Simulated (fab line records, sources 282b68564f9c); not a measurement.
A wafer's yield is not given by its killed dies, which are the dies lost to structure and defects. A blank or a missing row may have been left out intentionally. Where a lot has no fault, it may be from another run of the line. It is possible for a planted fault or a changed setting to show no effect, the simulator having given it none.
Struck lot and sound lot, side by side + flow ritCmos + 44 out of 202 route steps
Sound: wafers L277.1, L277.4, L277.6. Struck: wafers L289.1, L289.3, L289.5. Last of all comes the cause.
For every step that has rows: the tool of each side, followed by ch and its chambers, followed by its first start. Under that, the readings that differ: sound wafers + struck wafers + difference of the means + sigmas: that difference in standard deviations of wafers without a fault.
alike: a reading whose means differ by less than 2 such deviations, as well as words and numbers matching on both sides. not compared: withheld readings; readings where some wafer has no value; bounds like >300 that might hide an equal value; numbers whose values overlap and for which the record gives no deviation.
The two part at a step that has a row with sigmas, a row that says differs or no value, or rows on one side only. When numbers do not overlap yet have no deviation, they are printed without sigmas and do not part them. Lack of a reading on every wafer of one side parts them only where that side has two or more wafers.

first, 4 steps without rows for these wafers: RIT_PLDD_SOFTBAKE_02 (time 60 s); RIT_PLDD_EXPOSE_03 (exposes mask M8, target cd 40900 nm); RIT_PLDD_PEB_04; RIT_PLDD_DEVELOP_05 (develop time 50 s).
RIT_PLDD_OVL_MEAS_06:
  struck on overlay-02, day 7 09:33; sound on overlay-02, day 4 19:25
  alike: PLDD_OVL
then, 2 steps without rows for these wafers: RIT_PLDD_HARDBAKE_07 (time 60 s); RIT_PLDD_IMPLANT_08.
RIT_PLDD_STRIP_09: strips in O2, time 180 s.
  sound on plasmaAsher-01 ch 0,1, day 4 19:44; struck on plasmaAsher-02 ch 0,1, day 7 09:58
  alike: drypumpMotorCurrentA
  not compared: rfHoursCounterH
RIT_PLDD_TW_MEAS_10:
  struck on filmMetro-01, day 7 10:08; sound on filmMetro-04, day 4 19:55
  alike: PLDD_TW
then, 3 steps without rows for these wafers: RIT_SPACER_CLEAN_00 (cleans in SC1, time 600 s); RIT_SPACER_CLEAN_01 (cleans in dHF, time 30 s); RIT_SPACER_CLEAN_02 (cleans in SC2, time 600 s).
RIT_SPACER_CVD_03: deposits Si3N4 from SiH2Cl2/NH3, target thk 250 nm, time 3300 s.
  sound on lpcvd-02 ch 0, day 4 20:23; struck on lpcvd-02 ch 1, day 7 10:51
| reading                                 | sound             | struck            | difference | sigmas |
|-----------------------------------------|-------------------|-------------------|------------|--------|
| model.Si3N4_of_SPACER_CVD_03.thkNm (nm) | 252.8 252.6 250.9 | 166.2 168.9 165.8 | -85.1      |        |
  alike: spikeTcLoadC
RIT_SPACER_THK_MEAS_04:
  struck on filmMetro-04, day 7 12:46; sound on filmMetro-03, day 4 22:17
| reading                 | sound             | struck            | difference | sigmas |
|-------------------------|-------------------|-------------------|------------|--------|
| SPACER_NITRIDE_THK (nm) | 252.8 252.4 250.9 | 166.1 168.9 165.7 | -85.1      | -37    |
RIT_SPACER_ETCHBACK_05: etches Si3N4 in SF6/CHF3, stops on SiO2, target depth 250 nm, time 240 s.
  sound on rieDiel-04 ch 0,1,3, day 4 22:21; struck on rieDiel-04 ch 1,3, day 7 12:49
| reading                 | sound             | struck            | difference | sigmas |
|-------------------------|-------------------|-------------------|------------|--------|
| oesProductAu (a.u.)     | 0.836 0.865 0.846 | 0.653 0.621 0.649 | -0.208     | -15    |
| model.etch.depthNm (nm) | 252.8 252.6 250.9 | 166.2 168.9 165.8 | -85.1      |        |
  alike: drypumpMotorCurrentA, throttleValvePct
  not compared: rfHoursCounterH
then, 6 steps without rows for these wafers: RIT_NSD_HMDS_00 (prime time 60 s); RIT_NSD_COAT_01 (resist thk 1000 nm); RIT_NSD_SOFTBAKE_02 (time 60 s); RIT_NSD_EXPOSE_03 (exposes mask M9, target cd 40700 nm); RIT_NSD_PEB_04; RIT_NSD_DEVELOP_05 (develop time 50 s).
RIT_NSD_OVL_MEAS_06:
  struck on overlay-02, day 7 13:49; sound on overlay-02, day 4 23:21
  alike: NSD_OVL
then, 2 steps without rows for these wafers: RIT_NSD_HARDBAKE_07 (time 60 s); RIT_NSD_IMPLANT_08.
RIT_NSD_STRIP_09: strips in O2, time 180 s.
  sound on plasmaAsher-01 ch 0,1, day 4 23:41; struck on plasmaAsher-01 ch 0,1, day 7 14:10
  alike: drypumpMotorCurrentA
  not compared: rfHoursCounterH
RIT_NSD_TW_MEAS_10:
  struck on filmMetro-04, day 7 14:20; sound on filmMetro-04, day 4 23:52
  alike: NSD_TW
then, 6 steps without rows for these wafers: RIT_PSD_HMDS_00 (prime time 60 s); RIT_PSD_COAT_01 (resist thk 1000 nm); RIT_PSD_SOFTBAKE_02 (time 60 s); RIT_PSD_EXPOSE_03 (exposes mask M10, target cd 40900 nm); RIT_PSD_PEB_04; RIT_PSD_DEVELOP_05 (develop time 50 s).
RIT_PSD_OVL_MEAS_06:
  struck on overlay-01, day 7 15:29; sound on overlay-01, day 5 00:54
  alike: PSD_OVL
then, 2 steps without rows for these wafers: RIT_PSD_HARDBAKE_07 (time 60 s); RIT_PSD_IMPLANT_08.
RIT_PSD_STRIP_09: strips in O2, time 180 s.
  sound on plasmaAsher-04 ch 0,1, day 5 01:20; struck on plasmaAsher-03 ch 0,1, day 7 15:55
  alike: drypumpMotorCurrentA
  not compared: rfHoursCounterH
RIT_PSD_TW_MEAS_10:
  struck on filmMetro-01, day 7 16:05; sound on filmMetro-04, day 5 01:31
  alike: PSD_TW
then, 3 steps without rows for these wafers: RIT_SDANNEAL_CLEAN_00 (cleans in SC1, time 600 s); RIT_SDANNEAL_CLEAN_01 (cleans in dHF, time 30 s); RIT_SDANNEAL_CLEAN_02 (cleans in SC2, time 600 s).
RIT_SDANNEAL_RTA_03: time 5 s.
  sound on rtpAnneal-02 ch 0, day 5 02:09; struck on rtpAnneal-02 ch 0, day 7 16:31
  alike: wafer_temp_C_max
RIT_SDANNEAL_RS_MEAS_04: a four-point-probe measurement.
  struck on filmMetro-02, day 7 16:35; sound on filmMetro-01, day 5 02:13
  alike: PSD_RS
RIT_SILICIDE_WET_ETCH_00: etches SiO2 in BOE, target depth 14 nm, time 15 s.
  sound on wetBench-02 ch 2, day 5 02:41; struck on wetBench-04 ch 2, day 7 17:04
| reading                                 | sound             | struck          | difference | sigmas |
|-----------------------------------------|-------------------|-----------------|------------|--------|
| model.Si3N4_of_SPACER_CVD_03.thkNm (nm) | 196.6 196.1 195.1 | 129 131.2 128.5 | -66        |        |
RIT_M1_PROBE_99:
  struck on prober-02, day 8 00:14; sound on prober-01, day 5 09:37
  alike: killedAtFrontEnd, killedDies, killedOpen, killedShort

WHERE THEY PART
First at RIT_SPACER_THK_MEAS_04; last, within this record, at RIT_SPACER_ETCHBACK_05. Later steps at which nothing parts them and some readings are alike: RIT_NSD_OVL_MEAS_06, RIT_NSD_STRIP_09, RIT_NSD_TW_MEAS_10, RIT_PSD_OVL_MEAS_06, RIT_PSD_STRIP_09, RIT_PSD_TW_MEAS_10, RIT_SDANNEAL_RTA_03, RIT_SDANNEAL_RS_MEAS_04, RIT_M1_PROBE_99.

WHY: whatever the simulator had introduced
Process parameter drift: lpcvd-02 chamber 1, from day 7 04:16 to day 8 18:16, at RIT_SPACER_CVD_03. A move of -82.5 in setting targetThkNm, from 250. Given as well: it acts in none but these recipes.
